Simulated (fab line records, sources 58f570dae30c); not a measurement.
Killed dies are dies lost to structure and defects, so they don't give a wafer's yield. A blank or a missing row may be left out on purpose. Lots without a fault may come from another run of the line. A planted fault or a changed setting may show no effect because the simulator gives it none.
Which tool did it? | flow berkeley_cmos170 | 14 lots, 42 wafers sampled, at 6 steps of a route of 331

WHAT THE GAUGES READ, wafer by wafer
UCB170_PWELL_OVL_MEAS_13. Usual: PWELL_OVL 1 nm, standard deviation 5.6.
lot  | measured    | on         | PWELL_OVL (nm) | flag
L728 | day 3 04:21 | overlay-02 | 1 4 3          |
L729 | day 3 13:39 | overlay-01 | 5 -7 -4        |
L731 | day 4 04:02 | overlay-02 | -1 9 1         |
L732 | day 4 04:37 | overlay-02 | -6 -6 -2       |
L734 | day 4 09:03 | overlay-01 | 3 -4 2         |
L736 | day 4 18:46 | overlay-01 | 4 3 -1         |
L737 | day 4 18:50 | overlay-02 | 0 -2 -1        |
L738 | day 5 03:44 | overlay-02 | 2 -6 -12       |
L740 | day 5 14:52 | overlay-01 | 8 5 8          |
L746 | day 7 04:28 | overlay-02 | -5 -1 1        |
L747 | day 7 04:52 | overlay-01 | 1 2 4          |
L748 | day 7 11:52 | overlay-02 | 7 -1 0         |
L749 | day 7 23:52 | overlay-02 | -4 -1 -7       |
L751 | day 8 05:43 | overlay-02 | 5 5 0          |

UCB170_NLDD_CD_MEAS_06: target cd 1200 nm. Usual: cd_nm 1199.8 nm, standard deviation 1.5.
lot  | measured     | on        | cd_nm (nm)           | flag
L728 | day 7 01:35  | cd_sem-02 | 1198.0 1198.2 1198.3 |
L729 | day 7 02:04  | cd_sem-02 | 1200.7 1202.6 1200.7 |
L731 | day 8 02:20  | cd_sem-01 | 1200.4 1202.0 1201.2 |
L732 | day 8 02:50  | cd_sem-02 | 1197.8 1198.0 1195.9 |
L734 | day 8 02:02  | cd_sem-01 | 1197.7 1199.0 1199.3 |
L736 | day 8 19:49  | cd_sem-02 | 1200.2 1200.0 1198.9 |
L737 | day 8 19:04  | cd_sem-01 | 1197.5 1198.4 1199.4 |
L738 | day 9 02:15  | cd_sem-01 | 1201.5 1202.3 1200.3 |
L740 | day 9 19:12  | cd_sem-02 | 1199.6 1200.8 1199.2 |
L746 | day 11 07:37 | cd_sem-01 | 1201.2 1201.9 1202.8 |
L747 | day 11 08:09 | cd_sem-01 | 1199.1 1197.5 1198.8 |
L748 | day 11 07:55 | cd_sem-02 | 1199.6 1199.3 1200.0 |
L749 | day 12 07:37 | cd_sem-01 | 1199.9 1200.3 1199.9 |
L751 | day 12 07:53 | cd_sem-01 | 1201.9 1202.1 1201.0 |

UCB170_NLDD_TW_MEAS_11. Usual: NLDD_TW 2222, standard deviation 16.
lot  | measured     | on            | NLDD_TW        | flag
L728 | day 7 02:07  | film_metro-03 | 2211 2199 2202 |
L729 | day 7 02:35  | film_metro-01 | 2240 2245 2259 |
L731 | day 8 02:52  | film_metro-04 | 2220 2219 2209 |
L732 | day 8 03:23  | film_metro-03 | 2216 2222 2209 |
L734 | day 8 02:36  | film_metro-03 | 2211 2211 2206 |
L736 | day 8 20:22  | film_metro-04 | 2225 2214 2224 |
L737 | day 8 19:43  | film_metro-01 | 2247 2229 2244 |
L738 | day 9 02:47  | film_metro-01 | 2238 2232 2242 |
L740 | day 9 19:44  | film_metro-04 | 2215 2203 2215 |
L746 | day 11 08:10 | film_metro-01 | 2304 2313 2302 | OFF
L747 | day 11 08:43 | film_metro-04 | 2290 2278 2281 | OFF
L748 | day 11 08:27 | film_metro-01 | 2227 2227 2233 |
L749 | day 12 08:10 | film_metro-03 | 2194 2198 2190 |
L751 | day 12 08:26 | film_metro-04 | 2215 2209 2209 |

UCB170_SDANNEAL_RS_MEAS_05: measures by four-point-probe. Usual: NLDD_RS 616.8 ohm/sq, standard deviation 1.3.
lot  | measured     | on            | NLDD_RS (ohm/sq)  | flag
L728 | day 7 14:10  | film_metro-04 | 614.9 615.4 617.1 |
L729 | day 7 14:43  | film_metro-03 | 619.2 615.7 618.0 |
L731 | day 8 14:40  | film_metro-04 | 616.1 616.7 616.5 |
L732 | day 8 14:56  | film_metro-03 | 617.7 616.5 619.0 |
L734 | day 8 15:13  | film_metro-01 | 617.3 619.1 617.4 |
L736 | day 9 10:37  | film_metro-04 | 618.1 618.8 616.7 |
L737 | day 9 10:43  | film_metro-01 | 617.8 619.5 619.2 |
L738 | day 9 14:10  | film_metro-03 | 618.5 615.6 617.9 |
L740 | day 10 08:02 | film_metro-01 | 618.0 616.8 616.8 |
L746 | day 11 21:19 | film_metro-03 | 584.8 584.0 583.6 | OFF
L747 | day 11 21:29 | film_metro-01 | 586.0 584.3 586.1 | OFF
L748 | day 11 20:14 | film_metro-04 | 614.3 615.9 614.0 |
L749 | day 13 00:45 | film_metro-03 | 617.2 617.0 617.9 |
L751 | day 13 00:45 | film_metro-01 | 617.8 618.4 618.7 |

WHICH TOOL RAN EACH LOT (tool, then ch and the chambers of the sampled wafers, then the start)
lot  | UCB170_NLDD_IMPLANT_08          | UCB170_SDANNEAL_RTA_00
L728 | implanter-02 ch 0, day 7 01:44  | rtp_anneal-02 ch 0, day 7 13:40
L729 | implanter-02 ch 0, day 7 02:13  | rtp_anneal-01 ch 0, day 7 14:13
L731 | implanter-04 ch 0, day 8 02:31  | rtp_anneal-02 ch 0, day 8 14:09
L732 | implanter-01 ch 0, day 8 02:59  | rtp_anneal-01 ch 0, day 8 14:27
L734 | implanter-01 ch 0, day 8 02:12  | rtp_anneal-02 ch 0, day 8 14:44
L736 | implanter-02 ch 0, day 8 19:58  | rtp_anneal-01 ch 0, day 9 10:07
L737 | implanter-02 ch 0, day 8 19:19  | rtp_anneal-01 ch 0, day 9 10:14
L738 | implanter-04 ch 0, day 9 02:25  | rtp_anneal-02 ch 0, day 9 13:40
L740 | implanter-02 ch 0, day 9 19:22  | rtp_anneal-02 ch 0, day 10 07:32
L746 | implanter-04 ch 0, day 11 07:47 | rtp_anneal-01 ch 0, day 11 20:50
L747 | implanter-04 ch 0, day 11 08:19 | rtp_anneal-02 ch 0, day 11 20:59
L748 | implanter-02 ch 0, day 11 08:05 | rtp_anneal-02 ch 0, day 11 19:43
L749 | implanter-02 ch 0, day 12 07:46 | rtp_anneal-02 ch 0, day 13 00:16
L751 | implanter-01 ch 0, day 12 08:03 | rtp_anneal-01 ch 0, day 13 00:16
- UCB170_NLDD_IMPLANT_08
- UCB170_SDANNEAL_RTA_00: time 10 s.

WHAT THE TOOLS THEMSELVES READ (means of the sampled wafers that have a number; where no wafer has one, the mark that the record gives instead)
UCB170_NLDD_IMPLANT_08. Usual: beam_energy_keV 29.998, standard deviation 0.0093.
lot  | tool         | beam_energy_keV | flag
L728 | implanter-02 | 30.008          |
L729 | implanter-02 | 30.001          |
L731 | implanter-04 | 29.999          |
L732 | implanter-01 | 30.007          |
L734 | implanter-01 | 30.000          |
L736 | implanter-02 | 29.979          |
L737 | implanter-02 | 30.009          |
L738 | implanter-04 | 29.997          |
L740 | implanter-02 | 30.005          |
L746 | implanter-04 | 36.605          | OFF
L747 | implanter-04 | 36.594          | OFF
L748 | implanter-02 | 29.990          |
L749 | implanter-02 | 29.998          |
L751 | implanter-01 | 29.994          |

UCB170_SDANNEAL_RTA_00. Usual: chamber_o2_ppm 1.998, standard deviation 0.021; lamp_power_pct 23.7 %, standard deviation 2.4; wafer_temp_C_max 904.2, standard deviation 0.82.
lot  | tool          | chamber_o2_ppm | lamp_power_pct (%) | wafer_temp_C_max | flag
L728 | rtp_anneal-02 | 1.994          | 21.7               | 904.3            |
L729 | rtp_anneal-01 | 2.003          | 26.6               | 904.7            |
L731 | rtp_anneal-02 | 1.982          | 21.6               | 903.4            |
L732 | rtp_anneal-01 | 1.991          | 26.5               | 905.0            |
L734 | rtp_anneal-02 | 2.007          | 21.7               | 904.5            |
L736 | rtp_anneal-01 | 1.988          | 26.5               | 903.9            |
L737 | rtp_anneal-01 | 2.007          | 26.5               | 904.7            |
L738 | rtp_anneal-02 | 1.989          | 21.7               | 904.3            |
L740 | rtp_anneal-02 | 2.032          | 21.6               | 904.8            |
L746 | rtp_anneal-01 | 1.981          | 26.6               | 904.3            |
L747 | rtp_anneal-02 | 2.002          | 21.7               | 903.8            |
L748 | rtp_anneal-02 | 2.005          | 21.6               | 904.2            |
L749 | rtp_anneal-02 | 1.977          | 21.7               | 905.5            |
L751 | rtp_anneal-01 | 1.995          | 26.5               | 903.2            |

THE ANSWER, worked out from the rows above alone
Rule: a lot is off if the mean of its wafers that have a number lies more than 3 standard deviations from the usual mean. A lot without any number at a reading at which 4 lots or more have one is off too. The other lots that the step has rows for count as sound. The gauges are gone through in route order, then the tools' own readings, and for those a lot's mean is taken as printed above. The first step at which some lot is off is used, and at that step the reading that is off furthest; a lot without a number counts as furthest.
Off: L746, L747, at UCB170_NLDD_TW_MEAS_11 (NLDD_TW).
A tool fits if, at a process step before that reading, it ran every lot that is off, and no sound lot after the first of them. The gauges at UCB170_NLDD_TW_MEAS_11 aren't tried: what is off there is off at UCB170_NLDD_IMPLANT_08 too, on other tools, and a gauge's error can't cause that. One fits: implanter-04 at UCB170_NLDD_IMPLANT_08. Its last sound lot is L738 (day 9 02:25), its first lot that is off L746 (day 11 07:47): a fault that began between those two fits.
The tool's own readings at UCB170_NLDD_IMPLANT_08 bear it out: on the lots that are off they differ by more than 5 times the standard deviation of the sound lots' means. beam_energy_keV reads 36.599 there against 29.999 on the sound lots.

WHAT THE SIMULATOR HAD PUT IN
Process parameter drift: implanter-04, from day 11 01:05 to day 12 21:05, at UCB170_NLDD_IMPLANT_08. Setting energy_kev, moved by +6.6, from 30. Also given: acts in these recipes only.
Lots struck among those shown: L746, L747. The rule above found the same.
